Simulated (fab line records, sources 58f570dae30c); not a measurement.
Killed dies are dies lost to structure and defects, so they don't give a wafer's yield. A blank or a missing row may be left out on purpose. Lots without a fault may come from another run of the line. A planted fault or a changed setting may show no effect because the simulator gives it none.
Which tool did it? | flow berkeley_cmos170 | 15 lots, 45 wafers sampled, at 2 steps of a route of 331

WHAT THE GAUGES READ, wafer by wafer
UCB170_SDANNEAL_RS_MEAS_02: measures by four-point-probe. Usual: PSD_RS 75.56 ohm/sq, standard deviation 0.27.
lot  | measured     | on            | PSD_RS (ohm/sq)                     | flag
L242 | day 8 19:35  | film_metro-03 | 75.68 75.78 75.78                   |
L241 | day 8 20:02  | film_metro-02 | 75.27 75.52 75.40                   |
L243 | day 9 08:55  | film_metro-03 | 75.97 75.62 75.25                   |
L244 | day 9 20:26  | film_metro-02 | 75.58 75.55 76.04                   |
L245 | day 9 20:54  | film_metro-04 | 75.23 75.36 75.44                   |
L246 | day 9 20:56  | film_metro-03 | 75.48 75.32 75.33                   |
L247 | day 10 04:50 | film_metro-03 | 75.02 75.83 75.24                   |
L248 | day 10 05:04 | film_metro-04 | 75.75 75.91 75.92                   |
L254 | day 11 02:56 | film_metro-02 | 75.89 75.54 75.85                   |
L251 | day 11 03:04 | film_metro-04 | 96.16 96.78 96.62 96.29 96.97 96.66 | OFF
L253 | day 11 03:27 | film_metro-02 | 96.09 96.19 96.27 95.94 96.26 96.37 | OFF
L256 | day 11 09:39 | film_metro-02 | 96.34 96.54 96.74 96.43 96.47 96.68 | OFF
L258 | day 12 06:41 | film_metro-03 | 76.01 75.55 76.10                   |
L257 | day 12 07:18 | film_metro-03 | 75.25 75.38 75.70                   |
L261 | day 12 17:05 | film_metro-04 | 75.52 75.57 75.52                   |

WHICH TOOL RAN EACH LOT (tool, then ch and the chambers of the sampled wafers, then the start)
lot  | UCB170_SDANNEAL_RTA_01
L242 | rtp_anneal-01 ch 0, day 8 19:31
L241 | rtp_anneal-02 ch 0, day 8 19:57
L243 | rtp_anneal-02 ch 0, day 9 08:52
L244 | rtp_anneal-01 ch 0, day 9 20:22
L245 | rtp_anneal-02 ch 0, day 9 20:50
L246 | rtp_anneal-01 ch 0, day 9 20:53
L247 | rtp_anneal-01 ch 0, day 10 04:44
L248 | rtp_anneal-02 ch 0, day 10 04:59
L254 | rtp_anneal-01 ch 0, day 11 02:52
L251 | rtp_anneal-02 ch 0, day 11 03:00
L253 | rtp_anneal-02 ch 0, day 11 03:23
L256 | rtp_anneal-02 ch 0, day 11 09:35
L258 | rtp_anneal-01 ch 0, day 12 06:36
L257 | rtp_anneal-01 ch 0, day 12 07:14
L261 | rtp_anneal-01 ch 0, day 12 17:01
- UCB170_SDANNEAL_RTA_01: time 5 s.

WHAT THE TOOLS THEMSELVES READ (means of the sampled wafers that have a number; where no wafer has one, the mark that the record gives instead)
UCB170_SDANNEAL_RTA_01. Usual: lamp_power_pct 34.1 %, standard deviation 0.46; wafer_temp_C_max 1055.1, standard deviation 1.3.
lot  | tool          | lamp_power_pct (%) | wafer_temp_C_max | flag
L242 | rtp_anneal-01 | 33.6               | 1056.8           |
L241 | rtp_anneal-02 | 34.5               | 1053.7           |
L243 | rtp_anneal-02 | 34.5               | 1054.0           |
L244 | rtp_anneal-01 | 33.6               | 1055.7           |
L245 | rtp_anneal-02 | 34.5               | 1053.5           |
L246 | rtp_anneal-01 | 33.6               | 1056.2           |
L247 | rtp_anneal-01 | 33.6               | 1055.6           |
L248 | rtp_anneal-02 | 34.6               | 1053.6           |
L254 | rtp_anneal-01 | 33.6               | 1055.2           |
L251 | rtp_anneal-02 | 31.3               | 1014.7           | OFF
L253 | rtp_anneal-02 | 31.3               | 1014.3           | OFF
L256 | rtp_anneal-02 | 31.2               | 1014.1           | OFF
L258 | rtp_anneal-01 | 33.6               | 1056.6           |
L257 | rtp_anneal-01 | 33.6               | 1055.9           |
L261 | rtp_anneal-01 | 33.6               | 1056.0           |

THE ANSWER, worked out from the rows above alone
Rule: a lot is off if the mean of its wafers that have a number lies more than 3 standard deviations from the usual mean. A lot without any number at a reading at which 4 lots or more have one is off too. The other lots that the step has rows for count as sound. The gauges are gone through in route order, then the tools' own readings, and for those a lot's mean is taken as printed above. The first step at which some lot is off is used, and at that step the reading that is off furthest; a lot without a number counts as furthest.
Off: L251, L253, L256, at UCB170_SDANNEAL_RS_MEAS_02 (PSD_RS).
A tool fits if, at a process step before that reading, it ran every lot that is off, and no sound lot after the first of them. The gauges at UCB170_SDANNEAL_RS_MEAS_02 aren't tried: what is off there is off at UCB170_SDANNEAL_RTA_01 too, on other tools, and a gauge's error can't cause that. One fits: rtp_anneal-02 at UCB170_SDANNEAL_RTA_01. Its last sound lot is L248 (day 10 04:59), its first lot that is off L251 (day 11 03:00): a fault that began between those two fits.
The tool's own readings at UCB170_SDANNEAL_RTA_01 bear it out: on the lots that are off they differ by more than 5 times the standard deviation of the sound lots' means. lamp_power_pct reads 31.3 % there against 33.9 % on the sound lots; wafer_temp_C_max reads 1014.4 there against 1055.2 on the sound lots.

WHAT THE SIMULATOR HAD PUT IN
Process parameter drift: rtp_anneal-02, from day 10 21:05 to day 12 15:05, at UCB170_SDANNEAL_RTA_01. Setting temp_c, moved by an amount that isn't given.
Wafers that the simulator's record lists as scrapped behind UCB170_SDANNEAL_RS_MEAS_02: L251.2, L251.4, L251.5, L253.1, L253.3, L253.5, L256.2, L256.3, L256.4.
Lots struck among those shown: L251, L253, L256. The rule above found the same.
